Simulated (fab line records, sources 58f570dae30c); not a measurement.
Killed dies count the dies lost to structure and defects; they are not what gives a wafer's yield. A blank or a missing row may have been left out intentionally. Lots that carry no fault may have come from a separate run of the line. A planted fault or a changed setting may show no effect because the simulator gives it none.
Chamber matching || flow berkeley cmos170 || cmp-01 running UCB170_V1_CMP_02: 4 sister chambers
The step polishes SiO2. 4 wafers are shown with their chamber, then 7 later ones without.

WAFERS WITH THEIR CHAMBER
{"wafer": "L915.5", "chamber": 1, "motor current A (A)": 16.0}
{"wafer": "L919.3", "chamber": 3, "motor current A (A)": 11.9}
{"wafer": "L923.2", "chamber": 2, "motor current A (A)": 17.3}
{"wafer": "L923.3", "chamber": 0, "motor current A (A)": 16.4}

WAFERS MISSING THEIR CHAMBER
{"wafer": "L923.5", "motor current A (A)": 12.5}
{"wafer": "L925.1", "motor current A (A)": 17.8}
{"wafer": "L925.3", "motor current A (A)": 16.1}
{"wafer": "L925.6", "motor current A (A)": 16.9}
{"wafer": "L930.1", "motor current A (A)": 16.3}
{"wafer": "L930.2", "motor current A (A)": 18.4}
{"wafer": "L930.5", "motor current A (A)": 16.8}

WHICH CHAMBER EACH WENT THROUGH
{"wafer": "L923.5", "from the rows above": 3, "in truth": 3}
{"wafer": "L925.1", "from the rows above": "can't be placed: 2 or 0", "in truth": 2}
{"wafer": "L925.3", "from the rows above": "can't be placed: 1 or 0 or 2", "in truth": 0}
{"wafer": "L925.6", "from the rows above": "can't be placed: 2 or 0 or 1", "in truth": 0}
{"wafer": "L930.1", "from the rows above": "can't be placed: 0 or 1 or 2", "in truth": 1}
{"wafer": "L930.2", "from the rows above": "can't be placed: 2 or 0", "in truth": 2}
{"wafer": "L930.5", "from the rows above": "can't be placed: 0 or 2 or 1", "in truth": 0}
Placed correctly: 1 of 7. Cannot be placed on the basis of these rows: 6; the candidates contain the true chamber in 6. Wrongly placed: 0.
How it was worked out, from the rows above alone: a wafer's distance from a chamber is the root of the sum, over the readings, of the square of ((its reading less the chamber's mean) divided by the reading's scatter). The wafer belongs to the nearest chamber; if the next one is less than 2 further off, it can't be placed. The mean given for a chamber averages the wafers shown for that chamber. The scatter (one wafer shown for each chamber): square how far every hidden wafer sits from the nearest shown wafer, average those squares and take the square root.
